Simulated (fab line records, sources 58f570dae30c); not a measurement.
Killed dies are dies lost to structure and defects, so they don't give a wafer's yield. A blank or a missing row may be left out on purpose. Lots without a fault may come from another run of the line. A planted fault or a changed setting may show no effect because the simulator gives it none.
A struck lot beside a sound one | flow berkeley_cmos170 | 27 steps out of a route of 331
Sound: wafers L832.1, L832.3, L832.4. Struck: wafers L840.1, L840.3, L840.5. The cause comes at the end.
At each step with rows: each side's tool, then ch and its chambers, then its first start. Under that, the readings that differ: sound wafers | struck wafers | difference of the means | sigmas: that difference in standard deviations of wafers without a fault.
alike: readings whose means differ by less than 2 such deviations, and words and numbers that are the same on both sides. not compared: withheld readings, readings that some wafer has no value for, bounds like >300 that may hide the same value, and numbers for which the record gives no deviation and whose values overlap.
The two part at a step that has a row with sigmas, a row that says differs or no value, or rows on one side only. Numbers that don't overlap but have no deviation are shown without sigmas and don't part them. A reading that every wafer of one side lacks parts them only if that side has two wafers or more.

first, 1 step without rows for these wafers: UCB170_PSD_IMPLANT_08.
UCB170_PSD_STRIP_09: strips in O2.
  sound on plasma_asher-04 ch 0,1, day 7 23:40; struck on plasma_asher-04 ch 0,1, day 9 11:10
  alike: drypump_motor_current_A, oes_product_au, strip_time_to_endpoint_s
  not compared: rf_hours_counter_h
UCB170_PSD_TW_MEAS_10:
  sound on film_metro-03, day 7 23:46; struck on film_metro-03, day 9 11:16
  alike: PSD_TW
then, 7 steps without rows for these wafers: UCB170_PSD_CLEAN_11 (cleans in SPM, time 600 s); UCB170_NSD_HMDS_00 (prime time 60 s); UCB170_NSD_COAT_01 (resist thk 900 nm); UCB170_NSD_SOFTBAKE_02 (time 60 s); UCB170_NSD_EXPOSE_03 (exposes mask NSELECT MOD, target cd 1200 nm); UCB170_NSD_PEB_04; UCB170_NSD_DEVELOP_05 (develop time 45 s).
UCB170_NSD_CD_MEAS_06: target cd 1200 nm.
  sound on cd_sem-02, day 8 04:41; struck on cd_sem-02, day 9 15:16
  alike: cd_nm
UCB170_NSD_OVL_MEAS_07:
  sound on overlay-02, day 8 04:49; struck on overlay-02, day 9 15:23
  alike: NSD_OVL
UCB170_NSD_IMPLANT_08:
  sound on implanter-02 ch 0, day 8 04:51; struck on implanter-02 ch 0, day 9 15:25
  reading                          | sound                    | struck                  | difference | sigmas
  dose_ions_cm2                    | 2.999e+15 3e+15 3e+15    | 6.01e+14 6e+14 6e+14    | -2.40e+15  | -99 or more
  end_station_pressure_torr (Torr) | 1.24e-05 1.2e-05 1.2e-05 | 6.5e-06 6.8e-06 6.2e-06 | -5.6e-06   | -9
  faraday_current_uA               | 8791 9198 9497           | 1837 1889 1921          | -7280      | -38
  alike: beam_energy_keV, beam_on_s
UCB170_NSD_STRIP_09: strips in O2.
  sound on plasma_asher-03 ch 0,1, day 8 05:00; struck on plasma_asher-02 ch 1, day 9 15:34
  reading                      | sound             | struck            | difference | sigmas
  oes_product_au (a.u.)        | 0.533 0.535 0.538 | 0.701 0.700 0.697 | +0.164     | +36
  strip_time_to_endpoint_s (s) | 35.92 35.95 35.99 | 23.01 23.03 23.11 | -12.90     | -99 or more
  alike: drypump_motor_current_A
  not compared: rf_hours_counter_h
UCB170_NSD_TW_MEAS_10:
  sound on film_metro-03, day 8 05:06; struck on film_metro-01, day 9 15:40
  reading | sound          | struck         | difference | sigmas
  NSD_TW  | 4077 4053 4058 | 3175 3171 3178 | -888       | -16
then, 4 steps without rows for these wafers: UCB170_NSD_CLEAN_11 (cleans in SPM, time 600 s); UCB170_BACKSIDE_HMDS_00 (prime time 60 s); UCB170_BACKSIDE_COAT_01 (resist thk 900 nm); UCB170_BACKSIDE_SOFTBAKE_02 (time 60 s).
UCB170_BACKSIDE_STRIP_03: strips in O2.
  sound on plasma_asher-02 ch 0,1, day 8 06:15; struck on plasma_asher-02 ch 0,1, day 9 16:28
  alike: drypump_motor_current_A, oes_product_au, strip_time_to_endpoint_s
  not compared: rf_hours_counter_h
then, 1 step without rows for these wafers: UCB170_BACKSIDE_CLEAN_04 (cleans in SPM, time 600 s).
UCB170_SDANNEAL_RTA_00: time 10 s.
  sound on rtp_anneal-02 ch 0, day 8 06:37; struck on rtp_anneal-02 ch 0, day 9 18:29
  alike: lamp_power_pct, wafer_temp_C_max
UCB170_SDANNEAL_RTA_01: time 5 s.
  sound on rtp_anneal-02 ch 0, day 8 06:41; struck on rtp_anneal-02 ch 0, day 9 18:33
  alike: lamp_power_pct, wafer_temp_C_max
UCB170_SDANNEAL_RS_MEAS_02: measures by four-point-probe.
  sound on film_metro-03, day 8 06:45; struck on film_metro-02, day 9 18:37
  alike: PSD_RS
UCB170_SDANNEAL_RS_MEAS_03: measures by four-point-probe.
  sound on film_metro-03, day 8 06:52; struck on film_metro-02, day 9 18:44
  reading         | sound             | struck               | difference | sigmas
  NSD_RS (ohm/sq) | 37.18 37.12 37.09 | 120.44 118.80 119.76 | +82.54     | +99 or more
UCB170_SDANNEAL_RS_MEAS_04: measures by four-point-probe.
  sound on film_metro-03, day 8 06:59; struck on film_metro-02, day 9 18:51
  alike: PLDD_RS
UCB170_M3_PROBE_99:
  the record has rows for the sound wafers here (prober-01, day 9 17:38) and none for the struck ones

WHERE THEY PART
First at UCB170_NSD_IMPLANT_08; last, within this record, at UCB170_M3_PROBE_99.

WHY: what the simulator had put in
Process parameter drift: implanter-02, from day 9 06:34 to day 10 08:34, at UCB170_NSD_IMPLANT_08. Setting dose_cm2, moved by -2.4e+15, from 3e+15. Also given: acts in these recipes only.
